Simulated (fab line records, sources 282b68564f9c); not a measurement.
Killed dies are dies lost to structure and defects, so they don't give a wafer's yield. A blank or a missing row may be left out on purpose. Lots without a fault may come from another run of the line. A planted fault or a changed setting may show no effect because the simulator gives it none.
Which tool did it? | flow rit_cmos | 14 lots, 42 wafers sampled, at 2 steps of a route of 202

WHAT THE GAUGES READ, wafer by wafer
The record holds no reading of a measuring or inspecting step that can be judged against a usual standard deviation.

WHICH TOOL RAN EACH LOT (tool, then ch and the chambers of the sampled wafers, then the start)
lot  | RIT_CONTACT_STRIP_12                | RIT_M1_PROBE_99
L798 | plasma_asher-02 ch 0,1, day 3 22:57 | prober-02, day 4 03:40
L801 | plasma_asher-01 ch 0,1, day 4 23:29 | prober-01, day 5 04:25
L804 | plasma_asher-04 ch 0,1, day 5 11:56 | prober-01, day 5 16:46
L806 | plasma_asher-04 ch 0,1, day 6 01:35 | prober-01, day 6 08:16
L809 | plasma_asher-04 ch 0,1, day 6 11:53 | prober-02, day 6 17:26
L812 | plasma_asher-04 ch 0,1, day 6 20:46 | prober-02, day 7 03:16
L810 | plasma_asher-02 ch 0,1, day 6 20:55 | prober-01, day 7 01:40
L813 | plasma_asher-04 ch 0,1, day 7 02:02 | prober-02, day 7 06:46
L815 | plasma_asher-04 ch 0,1, day 7 06:27 | prober-02, day 7 12:14
L816 | plasma_asher-04 ch 0,1, day 7 10:10 | prober-01, day 7 14:59
L818 | plasma_asher-02 ch 0,1, day 7 18:44 | prober-01, day 7 23:29
L819 | plasma_asher-04 ch 0,1, day 7 19:46 | prober-02, day 8 00:50
L820 | plasma_asher-04 ch 0,1, day 8 02:05 | prober-01, day 8 06:48
L821 | plasma_asher-02 ch 0,1, day 8 04:49 | prober-02, day 8 09:31
- RIT_CONTACT_STRIP_12: strips in O2, time 180 s.
- RIT_M1_PROBE_99

WHAT THE TOOLS THEMSELVES READ (means of the sampled wafers that have a number; where no wafer has one, the mark that the record gives instead)
RIT_CONTACT_STRIP_12. Usual: chamber_pressure_mTorr 3999 mTorr, standard deviation 3.9; drypump_motor_current_A 5.7 A, standard deviation 0.45.
lot  | tool            | chamber_pressure_mTorr (mTorr) | drypump_motor_current_A (A) | flag
L798 | plasma_asher-02 | 3998                           | 5.8                         |
L801 | plasma_asher-01 | 4000                           | 5.3                         |
L804 | plasma_asher-04 | 4001                           | 5.6                         |
L806 | plasma_asher-04 | 4000                           | 5.4                         |
L809 | plasma_asher-04 | 3998                           | 5.4                         |
L812 | plasma_asher-04 | 4000                           | 5.5                         |
L810 | plasma_asher-02 | 3997                           | 6.2                         |
L813 | plasma_asher-04 | 3997                           | 5.6                         |
L815 | plasma_asher-04 | -                              | -                           | OFF
L816 | plasma_asher-04 | -                              | -                           | OFF
L818 | plasma_asher-02 | 4000                           | 5.8                         |
L819 | plasma_asher-04 | 4003                           | 5.4                         |
L820 | plasma_asher-04 | 3997                           | 5.6                         |
L821 | plasma_asher-02 | 3998                           | 6.2                         |

RIT_M1_PROBE_99. Usual: killed_at_M0_to_M3 0.0, standard deviation 0.083; killed_at_contacts 0.1, standard deviation 0.25; killed_at_front_end 7, standard deviation 3.1; killed_dies 7, standard deviation 3.2; killed_on_rim 1.9, standard deviation 1.5; killed_open 3.3, standard deviation 2; killed_short 3.5, standard deviation 2.
lot  | tool      | killed_at_M0_to_M3 | killed_at_contacts | killed_at_front_end | killed_dies | killed_on_rim | killed_open | killed_short | flag
L798 | prober-02 | 0.0                | 0.0                | 5                   | 5           | 1.3           | 1.0         | 3.7          |
L801 | prober-01 | 0.0                | 0.0                | 7                   | 7           | 2.0           | 4.3         | 3.0          |
L804 | prober-01 | 0.0                | 0.0                | 6                   | 6           | 1.3           | 3.0         | 3.0          |
L806 | prober-01 | 0.0                | 0.0                | 7                   | 7           | 1.3           | 3.3         | 3.3          |
L809 | prober-02 | 0.0                | 0.0                | 7                   | 7           | 2.0           | 4.3         | 2.3          |
L812 | prober-02 | 0.0                | 0.3                | 4                   | 4           | 1.3           | 1.3         | 2.7          |
L810 | prober-01 | 0.0                | 0.0                | 4                   | 4           | 1.3           | 2.3         | 2.0          |
L813 | prober-02 | 0.0                | 0.0                | 4                   | 4           | 1.0           | 1.7         | 2.7          |
L815 | prober-02 | 257.7              | 0.0                | 6                   | 264         | 70.0          | 3.7         | 2.7          | OFF
L816 | prober-01 | 255.7              | 0.3                | 8                   | 264         | 70.0          | 4.0         | 4.3          | OFF
L818 | prober-01 | 0.0                | 0.0                | 5                   | 5           | 1.0           | 2.7         | 2.0          |
L819 | prober-02 | 0.0                | 0.0                | 6                   | 6           | 1.3           | 2.3         | 3.7          |
L820 | prober-01 | 0.0                | 0.0                | 5                   | 5           | 1.7           | 3.0         | 2.3          |
L821 | prober-02 | 0.0                | 0.0                | 8                   | 8           | 1.0           | 3.0         | 5.3          |

THE ANSWER, worked out from the rows above alone
Rule: a lot is off if the mean of its wafers that have a number lies more than 3 standard deviations from the usual mean. A lot without any number at a reading at which 4 lots or more have one is off too. The other lots that the step has rows for count as sound. The gauges are gone through in route order, then the tools' own readings, and for those a lot's mean is taken as printed above. The first step at which some lot is off is used, and at that step the reading that is off furthest; a lot without a number counts as furthest.
Off: L815, L816, at RIT_CONTACT_STRIP_12 (chamber_pressure_mTorr). Without a number there: L815, L816.
A tool fits if, at that step or a process step before it, it ran every lot that is off, and no sound lot after the first of them. None of those tried fits.

WHAT THE SIMULATOR HAD PUT IN
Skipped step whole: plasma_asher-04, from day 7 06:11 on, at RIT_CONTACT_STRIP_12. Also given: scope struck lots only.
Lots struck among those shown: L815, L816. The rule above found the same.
